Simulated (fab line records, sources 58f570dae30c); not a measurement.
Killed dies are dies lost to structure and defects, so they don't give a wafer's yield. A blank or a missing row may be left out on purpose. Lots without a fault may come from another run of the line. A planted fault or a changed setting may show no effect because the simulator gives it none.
Which tool did it? | flow berkeley_cmos170 | 14 lots, 42 wafers sampled, at 4 steps of a route of 331

WHAT THE GAUGES READ, wafer by wafer
UCB170_PSD_TW_MEAS_10. Usual: PSD_TW 2339, standard deviation 15.
lot  | measured     | on            | PSD_TW         | flag
L716 | day 7 13:31  | film_metro-01 | 2337 2336 2340 |
L719 | day 7 15:24  | film_metro-04 | 2357 2360 2349 |
L720 | day 7 13:29  | film_metro-04 | 2352 2347 2354 |
L723 | day 9 02:35  | film_metro-03 | 2326 2330 2333 |
L725 | day 9 03:35  | film_metro-03 | 2330 2318 2321 |
L732 | day 10 10:37 | film_metro-03 | 2317 2322 2307 |
L733 | day 11 03:31 | film_metro-04 | 2358 2351 2362 |
L735 | day 11 03:51 | film_metro-04 | 2338 2351 2350 |
L736 | day 11 15:37 | film_metro-01 | 2326 2334 2345 |
L737 | day 11 15:16 | film_metro-04 | 2367 2357 2359 |
L738 | day 12 02:31 | film_metro-04 | 2336 2337 2339 |
L739 | day 12 02:14 | film_metro-01 | 2341 2328 2339 |

UCB170_SILICIDE_THK_MEAS_03: measures by xrf. Usual: SILICIDE_TI_THK 29.9 nm, standard deviation 0.36.
lot  | measured     | on            | SILICIDE_TI_THK (nm) | flag
L716 | day 7 19:33  | film_metro-04 | 29.8 29.6 29.9       |
L719 | day 7 20:10  | film_metro-02 | 29.5 29.6 29.0       |
L720 | day 7 18:52  | film_metro-02 | 30.2 29.9 30.1       |
L723 | day 9 06:47  | film_metro-04 | 29.1 29.2 29.2       |
L725 | day 9 06:59  | film_metro-02 | 30.2 30.3 30.0       |
L732 | day 10 13:53 | film_metro-04 | 29.5 29.4 29.6       |
L733 | day 11 07:17 | film_metro-02 | 30.2 29.9 30.2       |
L735 | day 11 08:18 | film_metro-04 | 29.7 29.9 30.0       |
L736 | day 11 19:09 | film_metro-04 | 29.9 29.6 29.3       |
L737 | day 11 18:35 | film_metro-01 | 30.5 30.4 30.3       |
L738 | day 12 08:59 | film_metro-02 | 30.4 30.0 30.3       |
L739 | day 12 08:41 | film_metro-02 | 30.3 30.4 30.5       |

WHICH TOOL RAN EACH LOT (tool, then ch and the chambers of the sampled wafers, then the start)
lot  | UCB170_GATE_ANNEAL_03         | UCB170_GATE_STRIP_16
L716 | furnace-04 ch 0, day 6 20:05  | plasma_asher-04 ch 0,1, day 7 00:55
L719 | furnace-04 ch 0, day 6 20:05  | plasma_asher-01 ch 0,1, day 7 01:16
L720 | furnace-04 ch 0, day 6 20:05  | plasma_asher-03 ch 0,1, day 7 00:49
L721 | furnace-04, day 7 20:56       | plasma_asher-01 ch 0,1, day 8 01:14
L722 | furnace-04, day 7 20:56       | plasma_asher-04 ch 0,1, day 8 00:59
L723 | furnace-04 ch 0, day 8 05:41  | plasma_asher-03 ch 1, day 8 11:43
L725 | furnace-04 ch 0, day 8 05:41  | plasma_asher-04 ch 0,1, day 8 11:53
L732 | furnace-02 ch 0, day 9 15:20  | plasma_asher-01 ch 0,1, day 9 20:10
L733 | furnace-01 ch 0, day 10 09:34 | plasma_asher-04 ch 0,1, day 10 15:14
L735 | furnace-01 ch 0, day 10 09:34 | plasma_asher-01 ch 0,1, day 10 15:19
L736 | furnace-01 ch 0, day 10 20:35 | plasma_asher-03 ch 0,1, day 11 01:11
L737 | furnace-01 ch 0, day 10 20:35 | plasma_asher-01 ch 0,1, day 11 00:53
L738 | furnace-04 ch 0, day 11 08:34 | plasma_asher-03 ch 0,1, day 11 12:52
L739 | furnace-04 ch 0, day 11 08:34 | plasma_asher-01 ch 0,1, day 11 12:37
- UCB170_GATE_ANNEAL_03: time 1800 s.
- UCB170_GATE_STRIP_16: strips in O2.

WHAT THE TOOLS THEMSELVES READ (means of the sampled wafers that have a number; where no wafer has one, the mark that the record gives instead)
UCB170_GATE_ANNEAL_03. Usual: spike_tc_centre_C 904.1 C, standard deviation 2.4; spike_tc_load_C 925.9 C, standard deviation 1.2; zone_power_load_pct 24.3 %, standard deviation 2.8; zone_power_source_pct 26 %, standard deviation 3.3.
lot  | tool       | spike_tc_centre_C (C) | spike_tc_load_C (C) | zone_power_load_pct (%) | zone_power_source_pct (%) | flag
L716 | furnace-04 | 905.7                 | 925.1               | 21.7                    | 23                        |
L719 | furnace-04 | 905.6                 | 925.8               | 21.7                    | 23                        |
L720 | furnace-04 | 906.6                 | 925.3               | 21.7                    | 23                        |
L721 | furnace-04 | -                     | -                   | -                       | -                         | OFF
L722 | furnace-04 | -                     | -                   | -                       | -                         | OFF
L723 | furnace-04 | 905.4                 | 926.2               | 21.7                    | 23                        |
L725 | furnace-04 | 906.8                 | 926.3               | 21.6                    | 23                        |
L732 | furnace-02 | 902.8                 | 926.8               | 26.1                    | 31                        |
L733 | furnace-01 | 901.2                 | 925.3               | 28.2                    | 27                        |
L735 | furnace-01 | 900.3                 | 925.5               | 28.4                    | 27                        |
L736 | furnace-01 | 900.5                 | 925.3               | 28.4                    | 27                        |
L737 | furnace-01 | 901.0                 | 924.6               | 28.1                    | 27                        |
L738 | furnace-04 | 905.7                 | 925.9               | 21.6                    | 23                        |
L739 | furnace-04 | 906.5                 | 925.7               | 21.8                    | 23                        |

UCB170_GATE_STRIP_16. Usual: drypump_motor_current_A 5.7 A, standard deviation 0.67; oes_product_au 0.724 a.u., standard deviation 0.0045.
lot  | tool            | drypump_motor_current_A (A) | oes_product_au (a.u.) | flag
L716 | plasma_asher-04 | 6.5                         | 0.727                 |
L719 | plasma_asher-01 | 5.0                         | 0.725                 |
L720 | plasma_asher-03 | 5.4                         | 0.724                 |
L721 | plasma_asher-01 | 5.2                         | 0.722                 |
L722 | plasma_asher-04 | 6.3                         | 0.722                 |
L723 | plasma_asher-03 | 6.1                         | 0.724                 |
L725 | plasma_asher-04 | 6.3                         | 0.724                 |
L732 | plasma_asher-01 | 5.0                         | 0.728                 |
L733 | plasma_asher-04 | 6.4                         | 0.724                 |
L735 | plasma_asher-01 | 5.0                         | 0.725                 |
L736 | plasma_asher-03 | 5.4                         | 0.723                 |
L737 | plasma_asher-01 | 5.3                         | 0.728                 |
L738 | plasma_asher-03 | 5.4                         | 0.720                 |
L739 | plasma_asher-01 | 5.0                         | 0.725                 |

THE ANSWER, worked out from the rows above alone
Rule: a lot is off if the mean of its wafers that have a number lies more than 3 standard deviations from the usual mean. A lot without any number at a reading at which 4 lots or more have one is off too. The other lots that the step has rows for count as sound. The gauges are gone through in route order, then the tools' own readings, and for those a lot's mean is taken as printed above. The first step at which some lot is off is used, and at that step the reading that is off furthest; a lot without a number counts as furthest.
Off: L721, L722, at UCB170_GATE_ANNEAL_03 (spike_tc_centre_C). Without a number there: L721, L722.
A tool fits if, at that step or a process step before it, it ran every lot that is off, and no sound lot after the first of them. None of those tried fits.

WHAT THE SIMULATOR HAD PUT IN
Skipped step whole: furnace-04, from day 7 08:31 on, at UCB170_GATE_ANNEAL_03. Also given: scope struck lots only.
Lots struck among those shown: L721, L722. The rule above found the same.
